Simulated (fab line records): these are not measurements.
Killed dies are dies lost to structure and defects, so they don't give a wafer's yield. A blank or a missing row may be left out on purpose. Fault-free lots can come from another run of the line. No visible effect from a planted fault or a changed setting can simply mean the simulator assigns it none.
What tool caused it? / flow berkeley-cmos170 / 21 wafers from 7 lots sampled at 2 of the route's 331 steps

## WHAT THE GAUGES READ, wafer by wafer
UCB170_NVT_TW_MEAS_09.
lot=L553; measured=day 5 07:56; on=film-metro-01; NVT_TW=522 524 524
lot=L558; measured=day 6 14:20; on=film-metro-02; NVT_TW=513 513 513
lot=L559; measured=day 7 03:14; on=film-metro-01; NVT_TW=521 523 525
lot=L560; measured=day 7 12:07; on=film-metro-02; NVT_TW=516 518 514
lot=L563; measured=day 7 23:46; on=film-metro-02; NVT_TW=515 515 515
lot=L566; measured=day 8 06:33; on=film-metro-04; NVT_TW=525 526 526
lot=L576; measured=day 10 18:51; on=film-metro-02; NVT_TW=587 587 587

## TOOL THAT RAN EACH LOT (tool first, then ch and the chambers of the sampled wafers, then the start)
lot=L553; UCB170_NVT_IMPLANT_07=implanter-01 ch 0, day 5 07:41
lot=L558; UCB170_NVT_IMPLANT_07=implanter-01 ch 0, day 6 14:05
lot=L559; UCB170_NVT_IMPLANT_07=implanter-01 ch 0, day 7 02:59
lot=L560; UCB170_NVT_IMPLANT_07=implanter-02 ch 0, day 7 11:52
lot=L563; UCB170_NVT_IMPLANT_07=implanter-03 ch 0, day 7 23:33
lot=L566; UCB170_NVT_IMPLANT_07=implanter-01 ch 0, day 8 06:18
lot=L576; UCB170_NVT_IMPLANT_07=implanter-02 ch 0, day 10 18:36
- UCB170_NVT_IMPLANT_07

## THE ANSWER, worked out from the rows above alone
Rule: usual is defined by the lots themselves. The widest of any qualifying gaps counts: lots, ordered by their means at a reading, are off when they make up no more than a third of the lots, leave a main group of 4 or more, and stand apart from it by 3 or more times the standard deviation of that group's means. A main group whose means are all the same, to the digits that the tables above print for the reading, isn't used. Also off: a lot with no number at a reading for which 4 or more lots have one. The other lots that the step has rows for count as sound.
Off: at UCB170_NVT_TW_MEAS_09 (NVT_TW), L576. Mean 519 and standard deviation 4.8 in the main group.
A tool fits if, at a process step before that reading, it ran every lot that is off, and no sound lot after the first of them. The gauges at UCB170_NVT_TW_MEAS_09 are tried like those tools. Can't be told from this: 2 tools fit, implanter-02 at UCB170_NVT_IMPLANT_07, film-metro-02 at UCB170_NVT_TW_MEAS_09.

## WHAT THE SIMULATOR PUT IN
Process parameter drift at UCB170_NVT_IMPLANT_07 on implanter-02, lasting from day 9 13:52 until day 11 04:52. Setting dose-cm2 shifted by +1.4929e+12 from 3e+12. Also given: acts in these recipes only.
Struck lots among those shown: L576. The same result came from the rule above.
